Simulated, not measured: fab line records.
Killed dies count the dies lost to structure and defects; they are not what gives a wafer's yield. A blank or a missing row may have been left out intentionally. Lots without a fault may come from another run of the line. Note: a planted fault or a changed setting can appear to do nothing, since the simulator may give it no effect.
What tool caused it? | flow rit_cmos | 14 lots, 42 wafers sampled, at 5 steps of a route of 202

== WHAT THE GAUGES SHOWED, per wafer ==
RIT_ACTIVE_THK_MEAS_02. Usual: for ACTIVE_OXIDE_THK the level is 43.7 nm and the standard deviation is 0.93.
lot  | measured    | on            | ACTIVE_OXIDE_THK (nm) | flag
L366 | day 1 13:17 | film_metro-04 | 44.8 45.1 44.0        |
L367 | day 1 17:04 | film_metro-04 | 43.6 43.5 43.9        |
L369 | day 2 03:04 | film_metro-02 | 41.8 42.0 42.4        |
L371 | day 2 13:29 | film_metro-02 | 44.1 43.7 43.1        |
L372 | day 2 19:09 | film_metro-01 | 43.6 42.8 43.5        |
L375 | day 3 10:38 | film_metro-02 | 44.0 44.5 43.7        |
L377 | day 3 19:03 | film_metro-04 | 45.0 45.1 45.1        |
L378 | day 4 00:17 | film_metro-02 | 43.3 42.8 43.2        |
L379 | day 4 07:17 | film_metro-02 | 42.8 43.1 42.6        |
L380 | day 4 10:04 | film_metro-04 | 44.7 42.5 43.6        |
L381 | day 4 17:28 | film_metro-01 | 43.7 42.4 43.3        |
L387 | day 5 22:02 | film_metro-02 | 44.5 44.9 44.9        |
L388 | day 6 02:58 | film_metro-02 | 43.5 44.3 44.5        |
L389 | day 6 07:04 | film_metro-04 | 46.1 46.1 46.1        |

RIT_ACTIVE_CD_MEAS_11: target cd 1400 nm. Usual: 1400.2 nm for cd_nm, sd 2.5.
lot  | measured    | on        | cd_nm (nm)           | flag
L366 | day 1 15:48 | cd_sem-01 | 1403.4 1404.3 1403.5 |
L367 | day 1 20:10 | cd_sem-01 | 1402.1 1402.1 1401.5 |
L369 | day 2 05:35 | cd_sem-01 | 1398.2 1397.7 1398.4 |
L371 | day 2 15:53 | cd_sem-01 | 1401.5 1401.7 1401.2 |
L372 | day 2 22:27 | cd_sem-01 | 1403.2 1403.4 1401.8 |
L375 | day 3 13:01 | cd_sem-02 | 1405.1 1403.8 1402.7 |
L377 | day 3 21:34 | cd_sem-01 | 1402.2 1399.4 1400.6 |
L378 | day 4 02:49 | cd_sem-01 | 1398.4 1399.5 1400.7 |
L379 | day 4 10:31 | cd_sem-01 | 1398.4 1396.9 1395.6 |
L380 | day 4 12:36 | cd_sem-01 | 1328.5 1330.6 1328.1 | OFF
L381 | day 4 20:07 | cd_sem-01 | 1331.5 1329.4 1332.7 | OFF
L387 | day 6 01:17 | cd_sem-01 | 1402.1 1402.1 1400.3 |
L388 | day 6 05:31 | cd_sem-02 | 1398.0 1397.1 1394.9 |
L389 | day 6 09:33 | cd_sem-01 | 1402.7 1402.4 1401.3 |

RIT_PWELL_OVL_MEAS_06. Usual: for PWELL_OVL the level is -0.7 nm and the standard deviation is 1.6.
lot  | measured    | on         | PWELL_OVL (nm) | flag
L366 | day 1 23:25 | overlay-02 | -2.4 -2.1 -2.5 |
L367 | day 2 04:16 | overlay-01 | -1.4 -3.9 -1.2 |
L369 | day 2 14:18 | overlay-02 | -2.9 -2.2 -3.1 |
L371 | day 3 00:11 | overlay-01 | 0.3 -0.7 -0.9  |
L372 | day 3 06:15 | overlay-02 | -2.1 -0.9 -2.8 |
L375 | day 3 20:33 | overlay-02 | -1.0 -0.6 -0.2 |
L377 | day 4 07:37 | overlay-01 | 0.0 0.0 -0.1   |
L378 | day 4 12:05 | overlay-02 | 0.2 -1.2 1.2   |
L379 | day 4 20:38 | overlay-01 | 0.5 -0.5 -1.3  |
L380 | day 4 23:38 | overlay-01 | -1.0 -1.8 -1.1 |
L381 | day 5 03:30 | overlay-02 | -3.2 -2.8 -2.7 |
L387 | day 6 09:18 | overlay-02 | -2.3 -4.2 -4.3 |
L388 | day 6 13:01 | overlay-02 | -0.3 -0.8 -0.6 |
L389 | day 6 20:34 | overlay-01 | 1.5 2.1 0.3    |

RIT_CONTACT_OVL_MEAS_09. Usual: for CONTACT_OVL the level is -0.6 nm and the standard deviation is 1.6.
lot  | measured    | on         | CONTACT_OVL (nm) | flag
L366 | day 3 04:20 | overlay-01 | 1.1 0.1 1.2      |
L367 | day 3 12:50 | overlay-02 | -1.5 -1.3 -2.1   |
L369 | day 4 01:51 | overlay-01 | 0.1 -1.7 -0.2    |
L371 | day 4 08:59 | overlay-01 | 3.2 3.5 1.9      |
L372 | day 4 18:23 | overlay-02 | -0.6 0.2 -0.2    |
L375 | day 5 03:26 | overlay-01 | 0.2 -1.2 0.3     |
L377 | day 5 15:59 | overlay-02 | -2.9 -0.9 -2.1   |
L378 | day 5 21:43 | overlay-02 | -0.3 1.7 -0.9    |
L379 | day 6 01:46 | overlay-02 | -2.9 -3.1 -1.9   |
L380 | day 6 07:53 | overlay-01 | -0.6 -0.8 -1.3   |
L381 | day 6 13:10 | overlay-01 | 0.0 -0.8 1.9     |
L387 | day 7 14:39 | overlay-01 | -0.1 -0.8 -0.5   |
L388 | day 7 20:10 | overlay-01 | -1.8 -2.0 -2.7   |
L389 | day 8 03:06 | overlay-01 | 1.7 0.2 1.3      |

== WHAT TOOL EACH LOT RAN ON (gives the tool, then ch and the chambers of the sampled wafers, and finally the start) ==
lot  | RIT_ACTIVE_COAT_06
L366 | litho_track-02 ch 0, day 1 14:59
L367 | litho_track-02 ch 0, day 1 19:28
L369 | litho_track-03 ch 0, day 2 04:46
L371 | litho_track-03 ch 0, day 2 15:11
L372 | litho_track-01 ch 0, day 2 21:43
L375 | litho_track-03 ch 0, day 3 12:20
L377 | litho_track-02 ch 0, day 3 20:44
L378 | litho_track-01 ch 0, day 4 02:00
L379 | litho_track-01 ch 0, day 4 09:41
L380 | litho_track-03 ch 0, day 4 11:47
L381 | litho_track-03 ch 0, day 4 19:10
L387 | litho_track-01 ch 0, day 6 00:28
L388 | litho_track-01 ch 0, day 6 04:42
L389 | litho_track-02 ch 0, day 6 08:47
- RIT_ACTIVE_COAT_06: resist thk 1000 nm.

== AS READ BY THE TOOLS THEMSELVES (means over the sampled wafers that have a number; for cases with no such wafer, the mark the record gives instead) ==
The record holds no such reading with a usual standard deviation.

== THE ANSWER, worked out from the rows above alone ==
Rule: take the mean of a lot's wafers that have a number; if it is more than 3 standard deviations from the usual mean, the lot is off. A lot without any number at a reading at which 4 lots or more have one is off too. Any other lot the step has rows for is counted as sound. Order of review: gauges by route order, followed by the tools' own readings, for which a lot's mean as printed above is used. At the first step where some lot is off, the reading lying furthest off is the one used; lots without a number count as furthest.
Off, at RIT_ACTIVE_CD_MEAS_11 on cd_nm: L380, L381.
If a tool, at a process step before that reading, ran all the lots that are off and no sound lot after the first of them, it fits. Gauges at RIT_ACTIVE_CD_MEAS_11: tried the same way as those tools. One candidate fits, namely litho_track-03 at RIT_ACTIVE_COAT_06. A fault onset in the window from L375 (day 3 12:20, its last sound lot) to L380 (day 4 11:47, its first lot off) fits.

== WHAT HAD BEEN PUT IN BY THE SIMULATOR ==
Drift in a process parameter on litho_track-03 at RIT_ACTIVE_COAT_06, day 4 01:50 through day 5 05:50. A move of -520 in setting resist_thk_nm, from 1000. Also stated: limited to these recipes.
Lots struck among those shown: L380, L381. Same finding as the rule above.
